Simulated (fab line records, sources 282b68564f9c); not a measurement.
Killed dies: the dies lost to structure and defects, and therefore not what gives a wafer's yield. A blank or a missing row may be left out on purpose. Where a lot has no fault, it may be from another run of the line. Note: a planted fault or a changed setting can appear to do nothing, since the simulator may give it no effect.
Split-lot trial + flow rit_cmos + on a route of 202 steps: 5 lots, 23 wafers read

ABOUT THE SPLIT
At RIT_NSD_COAT_01 (resist thk 1000 nm), the setting spin_rpm was moved away from the recipe's 3250 rpm on 8 of the 23 wafers read, by -4.9% to +6.3%. The other wafers ran this setting at the recipe's value.

FROM THE SPLIT TO THE READING: what the file shows between them, 3 steps
- RIT_NSD_SOFTBAKE_02: time 60 s
- RIT_NSD_EXPOSE_03: exposes mask M9, target cd 40700 nm
- RIT_NSD_DEVELOP_05: develop time 50 s

THE READING
NOVOLAK_of_NSD_COAT_01.thk_nm (the simulator's own value, which no gauge read), in nm, at RIT_NSD_HARDBAKE_07 (time 60 s). The file gives no usual value for it. Across the 15 wafers here that went through the recipe, the average is 883.6 nm and the standard deviation 1.5 nm.

| wafer  | tool, chamber at the split | spin_rpm as run, rpm | against the recipe | NOVOLAK_of_NSD_COAT_01.thk_nm, nm | against lot-mates on the recipe |
|--------|----------------------------|----------------------|--------------------|-----------------------------------|---------------------------------|
| L078.1 | litho_track-02, 0          | 3250                 | recipe             | 883.1                             | -                               |
| L078.5 | litho_track-02, 0          | 3250                 | recipe             | 883                               | -                               |
| L078.6 | litho_track-02, 0          | 3250                 | recipe             | 882.4                             | -                               |
| L079.1 | litho_track-01, 0          | 3250                 | recipe             | 882.3                             | -                               |
| L079.3 | litho_track-01, 0          | 3250                 | recipe             | 883.9                             | -                               |
| L079.4 | litho_track-01, 0          | 3250                 | recipe             | 882.2                             | -                               |
| L079.5 | litho_track-01, 0          | 3250                 | recipe             | 884.7                             | -                               |
| L079.6 | litho_track-01, 0          | 3250                 | recipe             | 884.9                             | -                               |
| L081.1 | litho_track-01, 0          | 3312                 | +1.9%              | 873.6                             | -9.5                            |
| L081.2 | litho_track-01, 0          | 3312                 | +1.9%              | 873                               | -10.1                           |
| L081.3 | litho_track-01, 0          | 3312                 | +1.9%              | 875.2                             | -7.9                            |
| L081.5 | litho_track-01, 0          | 3250                 | recipe             | 885.3                             | -                               |
| L081.6 | litho_track-01, 0          | 3250                 | recipe             | 881                               | -                               |
| L083.1 | litho_track-02, 0          | 3250                 | recipe             | 884.9                             | -                               |
| L083.2 | litho_track-02, 0          | 3456                 | +6.3%              | 860                               | -24.2                           |
| L083.4 | litho_track-02, 0          | 3250                 | recipe             | 882.5                             | -                               |
| L083.5 | litho_track-02, 0          | 3456                 | +6.3%              | 859                               | -25.2                           |
| L083.6 | litho_track-02, 0          | 3250                 | recipe             | 885.3                             | -                               |
| L085.1 | litho_track-01, 0          | 3250                 | recipe             | 886.3                             | -                               |
| L085.2 | litho_track-01, 0          | 3250                 | recipe             | 882.8                             | -                               |
| L085.3 | litho_track-01, 0          | 3090                 | -4.9%              | 906.5                             | +22.0                           |
| L085.4 | litho_track-01, 0          | 3090                 | -4.9%              | 908.2                             | +23.7                           |
| L085.5 | litho_track-01, 0          | 3090                 | -4.9%              | 909.5                             | +25.0                           |

FIT RESULTS
A straight line over all 23 wafers: NOVOLAK_of_NSD_COAT_01.thk_nm changes by -4.42 nm for each +1% of spin_rpm; r = -0.99; the points scatter about the line by 2.1 nm.
The same after taking each lot's own level away (the mean of its wafers on the recipe; 23 wafers): -4.36 nm for each +1%; r = -0.99; scatter 1.7 nm.
Per that fit: largest spin_rpm move, reading shift of 28 nm.
Measured against the standard deviation above, the lots' own levels, which go from 882.83 to 884.55 nm, span 1.2 times it.
The two slopes are in agreement: the lot-to-lot level therefore moves the slope only a little.
Check: -28.4 nm against its lot-mates is what the line predicts for one of the wafers moved furthest among these (+6.3%) when that wafer is left out of the fit. It came out at -24.2 nm against them.

THE OTHER SPLITS THESE WAFERS WENT THROUGH
These wafers also went through other splits before the reading. Each is held against what the fit with the lots' levels taken away leaves over:
| other split on the same wafers   | wafers away from the commonest value | r with NOVOLAK_of_NSD_COAT_01.thk_nm (lot level and that fit taken away) |
|----------------------------------|--------------------------------------|--------------------------------------------------------------------------|
| RIT_GATE_CLEAN_02 time_s         | 15                                   | -0.08                                                                    |
| RIT_GATE_EXPOSE_13 dose_mj       | 4                                    | -0.41                                                                    |
| RIT_GATE_ETCH_19 rf_w            | 6                                    | +0.10                                                                    |
| RIT_REOX_CLEAN_01 time_s         | 10                                   | +0.20                                                                    |
| RIT_NLDD_IMPLANT_08 energy_kev   | 6                                    | -0.02                                                                    |
| RIT_SPACER_CVD_03 pressure_mtorr | 18                                   | +0.41                                                                    |

THE WHOLE CHAIN: every reading that the file lists as answering this split, in the file's order
| step                | what it does       | reading                                                                        | change (the file's fit)              | r (the file's) |
|---------------------|--------------------|--------------------------------------------------------------------------------|--------------------------------------|----------------|
| RIT_NSD_COAT_01     | resist thk 1000 nm | NOVOLAK_of_NSD_COAT_01.thk_nm (the simulator's own value, which no gauge read) | -4.88 nm for each +1% of the setting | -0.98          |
| RIT_NSD_HARDBAKE_07 | time 60 s          | NOVOLAK_of_NSD_COAT_01.thk_nm (the simulator's own value, which no gauge read) | -4.27 nm for each +1% of the setting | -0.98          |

FILE'S OWN FIT
NOVOLAK_of_NSD_COAT_01.thk_nm changes by -4.27 nm for each +1% of spin_rpm, r = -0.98.
